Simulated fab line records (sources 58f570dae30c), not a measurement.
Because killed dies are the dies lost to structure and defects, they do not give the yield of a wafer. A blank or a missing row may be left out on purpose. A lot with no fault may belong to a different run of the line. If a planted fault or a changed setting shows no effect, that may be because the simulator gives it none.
Split-lot trial || flow berkeley_cmos170 || 23 wafers read from 5 lots, route of 331 steps

## ABOUT THE SPLIT
At UCB170_M2_COAT_10 (resist thk 900 nm), the setting spin_rpm was moved away from the recipe's 1500 rpm on 8 of the 23 wafers read, by -7.5% to +6.7%. The other wafers ran this setting at the recipe's value.

## FROM THE SPLIT TO THE READING: what the file shows between them, 4 steps
- UCB170_M2_SOFTBAKE_11: time 60 s
- UCB170_M2_EXPOSE_12: exposes mask METAL2, target cd 700 nm
- UCB170_M2_ETCH_17: etches BARC in N2/H2
- UCB170_M2_METAL_ETCH_18: etches Al in Cl2/BCl3, stops on SiO2, target depth 1170 nm, time 195 s

## THE READING
oes_product_au, in a.u., at UCB170_M2_STRIP_19 (strips in O2). A value of 0.550 a.u. with a standard deviation of 0.015 a.u. is what fault-free wafers of this fab line usually give.

{"wafer": "L076.1", "tool, chamber at the split": "litho_track-02, 0", "spin_rpm as run, rpm": 1500, "against the recipe": "recipe", "oes_product_au, a.u.": 0.548, "against lot-mates on the recipe": "-"}
{"wafer": "L076.2", "tool, chamber at the split": "litho_track-02, 0", "spin_rpm as run, rpm": 1500, "against the recipe": "recipe", "oes_product_au, a.u.": 0.534, "against lot-mates on the recipe": "-"}
{"wafer": "L076.3", "tool, chamber at the split": "litho_track-02, 0", "spin_rpm as run, rpm": 1601, "against the recipe": "+6.7%", "oes_product_au, a.u.": 0.504, "against lot-mates on the recipe": -0.039}
{"wafer": "L076.4", "tool, chamber at the split": "litho_track-02, 0", "spin_rpm as run, rpm": 1500, "against the recipe": "recipe", "oes_product_au, a.u.": 0.548, "against lot-mates on the recipe": "-"}
{"wafer": "L076.5", "tool, chamber at the split": "litho_track-02, 0", "spin_rpm as run, rpm": 1601, "against the recipe": "+6.7%", "oes_product_au, a.u.": 0.522, "against lot-mates on the recipe": -0.021}
{"wafer": "L078.1", "tool, chamber at the split": "litho_track-04, 0", "spin_rpm as run, rpm": 1500, "against the recipe": "recipe", "oes_product_au, a.u.": 0.575, "against lot-mates on the recipe": "-"}
{"wafer": "L078.2", "tool, chamber at the split": "litho_track-04, 0", "spin_rpm as run, rpm": 1500, "against the recipe": "recipe", "oes_product_au, a.u.": 0.570, "against lot-mates on the recipe": "-"}
{"wafer": "L078.4", "tool, chamber at the split": "litho_track-04, 0", "spin_rpm as run, rpm": 1388, "against the recipe": "-7.5%", "oes_product_au, a.u.": 0.604, "against lot-mates on the recipe": "+0.033"}
{"wafer": "L078.5", "tool, chamber at the split": "litho_track-04, 0", "spin_rpm as run, rpm": 1500, "against the recipe": "recipe", "oes_product_au, a.u.": 0.569, "against lot-mates on the recipe": "-"}
{"wafer": "L078.6", "tool, chamber at the split": "litho_track-04, 0", "spin_rpm as run, rpm": 1388, "against the recipe": "-7.5%", "oes_product_au, a.u.": 0.614, "against lot-mates on the recipe": "+0.043"}
{"wafer": "L080.1", "tool, chamber at the split": "litho_track-02, 0", "spin_rpm as run, rpm": 1500, "against the recipe": "recipe", "oes_product_au, a.u.": 0.567, "against lot-mates on the recipe": "-"}
{"wafer": "L080.2", "tool, chamber at the split": "litho_track-02, 0", "spin_rpm as run, rpm": 1500, "against the recipe": "recipe", "oes_product_au, a.u.": 0.547, "against lot-mates on the recipe": "-"}
{"wafer": "L080.4", "tool, chamber at the split": "litho_track-02, 0", "spin_rpm as run, rpm": 1443, "against the recipe": "-3.8%", "oes_product_au, a.u.": 0.575, "against lot-mates on the recipe": "+0.022"}
{"wafer": "L080.5", "tool, chamber at the split": "litho_track-02, 0", "spin_rpm as run, rpm": 1443, "against the recipe": "-3.8%", "oes_product_au, a.u.": 0.588, "against lot-mates on the recipe": "+0.035"}
{"wafer": "L080.6", "tool, chamber at the split": "litho_track-02, 0", "spin_rpm as run, rpm": 1500, "against the recipe": "recipe", "oes_product_au, a.u.": 0.545, "against lot-mates on the recipe": "-"}
{"wafer": "L082.1", "tool, chamber at the split": "litho_track-02, 0", "spin_rpm as run, rpm": 1500, "against the recipe": "recipe", "oes_product_au, a.u.": 0.551, "against lot-mates on the recipe": "-"}
{"wafer": "L082.4", "tool, chamber at the split": "litho_track-02, 0", "spin_rpm as run, rpm": 1500, "against the recipe": "recipe", "oes_product_au, a.u.": 0.554, "against lot-mates on the recipe": "-"}
{"wafer": "L082.6", "tool, chamber at the split": "litho_track-02, 0", "spin_rpm as run, rpm": 1500, "against the recipe": "recipe", "oes_product_au, a.u.": 0.564, "against lot-mates on the recipe": "-"}
{"wafer": "L083.1", "tool, chamber at the split": "litho_track-04, 0", "spin_rpm as run, rpm": 1500, "against the recipe": "recipe", "oes_product_au, a.u.": 0.551, "against lot-mates on the recipe": "-"}
{"wafer": "L083.2", "tool, chamber at the split": "litho_track-04, 0", "spin_rpm as run, rpm": 1455, "against the recipe": "-3.0%", "oes_product_au, a.u.": 0.551, "against lot-mates on the recipe": "+0.006"}
{"wafer": "L083.3", "tool, chamber at the split": "litho_track-04, 0", "spin_rpm as run, rpm": 1455, "against the recipe": "-3.0%", "oes_product_au, a.u.": 0.546, "against lot-mates on the recipe": "+0.001"}
{"wafer": "L083.5", "tool, chamber at the split": "litho_track-04, 0", "spin_rpm as run, rpm": 1500, "against the recipe": "recipe", "oes_product_au, a.u.": 0.550, "against lot-mates on the recipe": "-"}
{"wafer": "L083.6", "tool, chamber at the split": "litho_track-04, 0", "spin_rpm as run, rpm": 1500, "against the recipe": "recipe", "oes_product_au, a.u.": 0.533, "against lot-mates on the recipe": "-"}

THE FIT
A straight line over all 23 wafers: oes_product_au changes by -0.00629 a.u. for each +1% of spin_rpm; r = -0.84; the points scatter about the line by 0.014 a.u.
The same after taking each lot's own level away (the mean of its wafers on the recipe; 23 wafers): -0.00484 a.u. for each +1%; r = -0.89; scatter 0.0085 a.u.
According to that fit, moving spin_rpm by its largest amount changes the reading by 0.036 a.u.
Across the lots, their own levels run from 0.5433 to 0.5713 a.u., a range of 1.9 times the standard deviation given above.
Hence the slope depends on the lot-to-lot level, as the two fits are not the same.
Check: +0.0376 a.u. against its lot-mates is what the line predicts for one of the wafers moved furthest among these (-7.5%) when that wafer is left out of the fit. Against them it came out at +0.0327 a.u.

## OTHER SPLITS APPLIED TO THESE WAFERS
Note: prior to the reading, these wafers also went through further splits. Each is held against what the fit with the lots' levels taken away leaves over:
{"other split on the same wafers": "UCB170_SILICIDE_SPUTTER_01 power_w", "wafers away from the commonest value": 9, "r with oes_product_au (lot level and that fit taken away)": -0.22}
{"other split on the same wafers": "UCB170_CONTACT_COAT_04 spin_rpm", "wafers away from the commonest value": 5, "r with oes_product_au (lot level and that fit taken away)": -0.37}
{"other split on the same wafers": "UCB170_M1_COAT_04 resist_thk_nm", "wafers away from the commonest value": 7, "r with oes_product_au (lot level and that fit taken away)": -0.27}
{"other split on the same wafers": "UCB170_M1_EXPOSE_06 dose_mj", "wafers away from the commonest value": 5, "r with oes_product_au (lot level and that fit taken away)": -0.02}

## THE WHOLE CHAIN: every reading that the file lists as answering this split, in the file's order
{"step": "UCB170_M2_COAT_10", "what it does": "resist thk 900 nm", "reading": "KrF_of_M2_COAT_10.thk_nm (the simulator's own value, which no gauge read)", "change (the file's fit)": "-4.47 nm for each +1% of the setting", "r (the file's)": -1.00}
{"step": "UCB170_M2_METAL_ETCH_18", "what it does": "etches Al in Cl2/BCl3, stops on SiO2, target depth 1170 nm, time 195 s", "reading": "KrF_of_M2_COAT_10.thk_nm (the simulator's own value, which no gauge read)", "change (the file's fit)": "-4.56 nm for each +1% of the setting", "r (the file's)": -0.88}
{"step": "UCB170_M2_STRIP_19", "what it does": "strips in O2", "reading": "oes_product_au", "change (the file's fit)": "-0.00488 a.u. for each +1% of the setting", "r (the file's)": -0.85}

## THE FILE'S OWN FIT
oes_product_au changes by -0.00488 a.u. for each +1% of spin_rpm, r = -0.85.
